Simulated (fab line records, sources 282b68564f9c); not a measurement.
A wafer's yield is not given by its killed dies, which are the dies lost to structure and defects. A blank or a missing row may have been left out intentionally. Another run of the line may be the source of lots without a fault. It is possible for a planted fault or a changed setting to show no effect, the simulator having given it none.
Split-lot trial + flow ritCmos + 5 lots, 23 wafers read, on a route of 202 steps

SPLIT DETAILS
At RIT_ACTIVE_CVD_03 (deposits Si3N4 from SiH2Cl2/NH3, target thk 150 nm, time 1500 s), the setting pressureMtorr was moved away from the recipe's 300 mTorr on 20 of the 23 wafers read, by -12.1% to +13.7%. The other wafers ran this setting at the recipe's value.

The reading comes from the split's own step.

THE READING
Si3N4_of_ACTIVE_CVD_03.thkNm (the simulator's own value, which no gauge read), in nm, at RIT_ACTIVE_CVD_03 (deposits Si3N4 from SiH2Cl2/NH3, target thk 150 nm, time 1500 s). There is no usual value for it anywhere in the file. Across the 3 wafers here that went through the recipe, the average is 152.1 nm and the standard deviation 0.29 nm.

| wafer  | tool, chamber at the split | pressureMtorr as run, mTorr | against the recipe | Si3N4_of_ACTIVE_CVD_03.thkNm, nm | against lot-mates on the recipe |
|--------|----------------------------|-----------------------------|--------------------|----------------------------------|---------------------------------|
| L075.1 | -, -                       | 263.7                       | -12.1%             | 146.2                            | no lot-mate on the recipe       |
| L075.2 | -, -                       | 263.7                       | -12.1%             | 145.3                            | no lot-mate on the recipe       |
| L075.3 | -, -                       | 263.7                       | -12.1%             | 145.2                            | no lot-mate on the recipe       |
| L075.5 | -, -                       | 263.7                       | -12.1%             | 145                              | no lot-mate on the recipe       |
| L075.6 | -, -                       | 263.7                       | -12.1%             | 146.1                            | no lot-mate on the recipe       |
| L077.2 | -, -                       | 341.2                       | +13.7%             | 160.4                            | no lot-mate on the recipe       |
| L077.3 | -, -                       | 341.2                       | +13.7%             | 159                              | no lot-mate on the recipe       |
| L077.4 | -, -                       | 341.2                       | +13.7%             | 159.7                            | no lot-mate on the recipe       |
| L077.5 | -, -                       | 341.2                       | +13.7%             | 158.6                            | no lot-mate on the recipe       |
| L077.6 | -, -                       | 341.2                       | +13.7%             | 159.4                            | no lot-mate on the recipe       |
| L081.1 | -, -                       | 314.6                       | +4.9%              | 151.3                            | no lot-mate on the recipe       |
| L081.2 | -, -                       | 314.6                       | +4.9%              | 150.4                            | no lot-mate on the recipe       |
| L081.3 | -, -                       | 314.6                       | +4.9%              | 149.8                            | no lot-mate on the recipe       |
| L081.5 | -, -                       | 314.6                       | +4.9%              | 149.8                            | no lot-mate on the recipe       |
| L081.4 | -, -                       | 314.6                       | +4.9%              | 150.6                            | no lot-mate on the recipe       |
| L083.1 | lpcvd-01, 1                | 300                         | recipe             | 151.8                            | -                               |
| L083.2 | lpcvd-01, 1                | 300                         | recipe             | 152                              | -                               |
| L083.3 | lpcvd-01, 1                | 300                         | recipe             | 152.5                            | -                               |
| L084.1 | -, -                       | 267.2                       | -10.9%             | 146                              | no lot-mate on the recipe       |
| L084.3 | -, -                       | 267.2                       | -10.9%             | 146.4                            | no lot-mate on the recipe       |
| L084.4 | -, -                       | 267.2                       | -10.9%             | 145.3                            | no lot-mate on the recipe       |
| L084.5 | -, -                       | 267.2                       | -10.9%             | 145.8                            | no lot-mate on the recipe       |
| L084.6 | -, -                       | 267.2                       | -10.9%             | 146.2                            | no lot-mate on the recipe       |

THE FIT
A straight line over all 23 wafers: Si3N4_of_ACTIVE_CVD_03.thkNm changes by +0.489 nm for each +1% of pressureMtorr; r = +0.94; the points scatter about the line by 1.8 nm.
Too few moved wafers with a lot-mate on the recipe to fit a line net of each lot's own level.

FILE'S OWN FIT
Si3N4_of_ACTIVE_CVD_03.thkNm changes by +0.49 nm for each +1% of pressureMtorr, r = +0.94.
